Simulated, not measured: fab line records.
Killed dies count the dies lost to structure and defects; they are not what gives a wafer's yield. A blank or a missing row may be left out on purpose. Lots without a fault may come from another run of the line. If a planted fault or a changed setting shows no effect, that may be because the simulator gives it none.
Split-lot study -- flow rit cmos -- 23 wafers read from 5 lots, route of 202 steps

THE SPLIT ITSELF
At RIT_NSD_COAT_01 (resist thk 1000 nm), the setting resist thk nm was moved away from the recipe's 1000 nm on 7 of the 23 wafers read, by -5.8% to +2.5%. The other wafers ran this setting at the recipe's value.

FROM THE SPLIT TO THE READING: what the file shows between them, 3 steps
- RIT_NSD_SOFTBAKE_02: time 60 s
- RIT_NSD_EXPOSE_03: exposes mask M9, target cd 40700 nm
- RIT_NSD_DEVELOP_05: develop time 50 s

THE READING
NOVOLAK_of_NSD_COAT_01.thk nm (the simulator's own value, which no gauge read), in nm, at RIT_NSD_HARDBAKE_07 (time 60 s). There is no usual value for it anywhere in the file. Average 886.8 nm, standard deviation 2.4 nm, over the 16 wafers here run with the recipe.

wafer,"tool, chamber at the split","resist thk nm as run, nm",against the recipe,"NOVOLAK_of_NSD_COAT_01.thk nm, nm",against lot-mates on the recipe
L074.1,"litho track-02, 0",1000,recipe,888.9,-
L074.3,"litho track-02, 0",1000,recipe,889.2,-
L074.4,"litho track-02, 0",972.9,-2.7%,862.5,-25.6
L074.5,"litho track-02, 0",1000,recipe,886.1,-
L074.6,"litho track-02, 0",972.9,-2.7%,864.9,-23.2
L078.2,"litho track-02, 0",1000,recipe,886.9,-
L078.4,"litho track-02, 0",1000,recipe,886.6,-
L078.6,"litho track-02, 0",1000,recipe,884.2,-
L079.1,"litho track-02, 0",1000,recipe,884.3,-
L079.2,"litho track-02, 0",1000,recipe,887.3,-
L079.3,"litho track-02, 0",941.6,-5.8%,836.2,-49.6
L079.4,"litho track-02, 0",941.6,-5.8%,832.4,-53.4
L079.5,"litho track-02, 0",941.6,-5.8%,835.2,-50.6
L081.1,"litho track-02, 0",1025,+2.5%,903.9,+20.5
L081.2,"litho track-02, 0",1000,recipe,883.3,-
L081.4,"litho track-02, 0",1000,recipe,882.9,-
L081.5,"litho track-02, 0",1000,recipe,884.1,-
L081.6,"litho track-02, 0",1025,+2.5%,906.3,+22.9
L084.1,"litho track-03, 0",1000,recipe,889.5,-
L084.2,"litho track-03, 0",1000,recipe,887.2,-
L084.3,"litho track-03, 0",1000,recipe,887,-
L084.4,"litho track-03, 0",1000,recipe,891.5,-
L084.6,"litho track-03, 0",1000,recipe,889.2,-

FIT RESULTS
A straight line over all 23 wafers: NOVOLAK_of_NSD_COAT_01.thk nm changes by +8.67 nm for each +1% of resist thk nm; r = +0.99; the points scatter about the line by 2.5 nm.
The same after taking each lot's own level away (the mean of its wafers on the recipe; 23 wafers): +8.77 nm for each +1%; r = +1.00; scatter 1.4 nm.
The reading moves by 51 nm for the largest change in resist thk nm, on that fit.
The span of the lots' own levels, 883.43 to 888.88 nm, comes to 2.2 times the standard deviation stated above.
So the lot-to-lot level changes the slope little: the two slopes agree.
Check: for one of the wafers moved furthest among these (-5.8%), held out of the fit, the line's prediction against its lot-mates is -51.9 nm. It came out at -49.6 nm against them.

THE WHOLE CHAIN: every reading that the file lists as answering this split, in the file's order
step,what it does,reading,change (the file's fit),r (the file's)
RIT_NSD_COAT_01,resist thk 1000 nm,"NOVOLAK_of_NSD_COAT_01.thk nm (the simulator's own value, which no gauge read)",+10.1 nm for each +1% of the setting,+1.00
RIT_NSD_HARDBAKE_07,time 60 s,"NOVOLAK_of_NSD_COAT_01.thk nm (the simulator's own value, which no gauge read)",+8.79 nm for each +1% of the setting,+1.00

THE FILE'S OWN FIT
NOVOLAK_of_NSD_COAT_01.thk nm changes by +8.79 nm for each +1% of resist thk nm, r = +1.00.
